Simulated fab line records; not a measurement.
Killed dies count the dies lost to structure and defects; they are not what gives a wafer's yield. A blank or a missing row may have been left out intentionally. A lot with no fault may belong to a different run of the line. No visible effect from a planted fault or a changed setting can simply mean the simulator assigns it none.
The same fault as seen by 2 desks / flow berkeleyCmos170 / every desk sees just its own numbers, and what lay behind them comes last

== THE METROLOGY DESK ==
Lot by lot, what the gauges showed, no matter which tool ran the lot: averages of those sampled wafers that carry a number. Any lot whose mean is over 4 standard deviations away from the usual mean is out of limits and marked OUT; that distance is given in the brackets.
Columns: A = FIELD_OXIDE_THK at UCB170_FIELD_THK_MEAS_02, usual 559 nm; B = FIELD_OXIDE_LEFT_1_THK at UCB170_FIELD_THK_MEAS_90, usual 443 nm; C = SILICIDE_TI_RS at UCB170_SILICIDE_RS_MEAS_02, usual 25.9 ohm/sq; D = SILICIDE_TI_THK at UCB170_SILICIDE_THK_MEAS_03, usual 30.6 nm; E = V1_POLISHED_THK at UCB170_V1_THK_MEAS_04, usual 999.6 nm
lot=L912; first seen here=day 5 14:34; A=562; B=445; C=25.7; D=31.3; E=1001.0
lot=L913; first seen here=day 5 14:35; A=541; B=425; C=26.1; D=30.3; E=999.3
lot=L914; first seen here=day 5 17:48; A=555; B=438; C=25.8; D=30.6; E=998.7
lot=L915; first seen here=day 5 17:48; A=562; B=445; C=26.4; D=30.7; E=1000.5
lot=L916; first seen here=day 6 02:29; A=563; B=447; C=25.6; D=31.2; E=1001.0
lot=L917; first seen here=day 6 02:29; A=560; B=445; C=26.5; D=30.1; E=1000.8
lot=L920; first seen here=day 6 15:43; A=567; B=451; C=26.2; D=30.3; E=1000.7
lot=L919; first seen here=day 6 15:43; A=577; B=459; C=26.1; D=30.8; E=1000.4
lot=L922; first seen here=day 6 21:02; A=538; B=420; C=27.8 (+5.1) OUT; D=28.7 (-4.4) OUT; E=-
lot=L927; first seen here=day 7 06:47; A=557; B=440; C=27.4 (+4.1) OUT; D=29.6; E=998.8
lot=L923; first seen here=day 7 15:28; A=565; B=448; C=25.7; D=30.7; E=999.7
lot=L928; first seen here=day 7 15:28; A=568; B=451; C=25.8; D=31.2; E=998.9
lot=L931; first seen here=day 8 07:13; A=566; B=450; C=26.0; D=30.4; E=1000.9
lot=L932; first seen here=day 8 17:09; A=545; B=429; C=25.6; D=30.8; E=1000.3
This desk's result: L922, L927 out of limits, first on L922 (SILICIDE_TI_RS at UCB170_SILICIDE_RS_MEAS_02), day 9 12:50. Within limits: L912, L913, L914, L915, L916, L917, L920, L919, L923, L928, L931, L932.

== THE TOOL OWNER'S DESK: pvdSputter-03 ==
The tool's own readings at UCB170_SILICIDE_SPUTTER_01 (material Ti, target thk 30 nm, time 25 s): means of the sampled wafers that have a number, for each lot that ran on this tool. Any lot whose mean is over 4 standard deviations away from the usual mean is out of limits and marked OUT; that distance is given in the brackets.
Columns: A = throttleValvePct at UCB170_SILICIDE_SPUTTER_01, usual 30.1 %
lot=L912; first seen here=day 7 23:04; A=30.4
lot=L916; first seen here=day 8 05:39; A=30.7
lot=L920; first seen here=day 9 11:41; A=29.8
lot=L922; first seen here=day 9 12:43; A=29.9
lot=L927; first seen here=day 10 01:34; A=29.9
Result from this desk: across the 5 lots, nothing is out of limits.

== ALL TOGETHER ==
On L922, L927, the metrology desk was in a position to raise an alarm at day 9 12:50.
The desk of the tool owner found nothing out of limits.
Tool owner's desk: L922, L927 on record, inside its limits.
Of the lots named, all ran UCB170_SILICIDE_SPUTTER_01 on pvdSputter-03.

== WHAT WAS PUT IN BY THE SIMULATOR ==
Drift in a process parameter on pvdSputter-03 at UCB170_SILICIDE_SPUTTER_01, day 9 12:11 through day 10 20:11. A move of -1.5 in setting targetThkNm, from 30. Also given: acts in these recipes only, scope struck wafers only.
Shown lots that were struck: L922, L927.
Delay in hours, fault start to first out-of-limits reading, per desk: metrology desk 1.
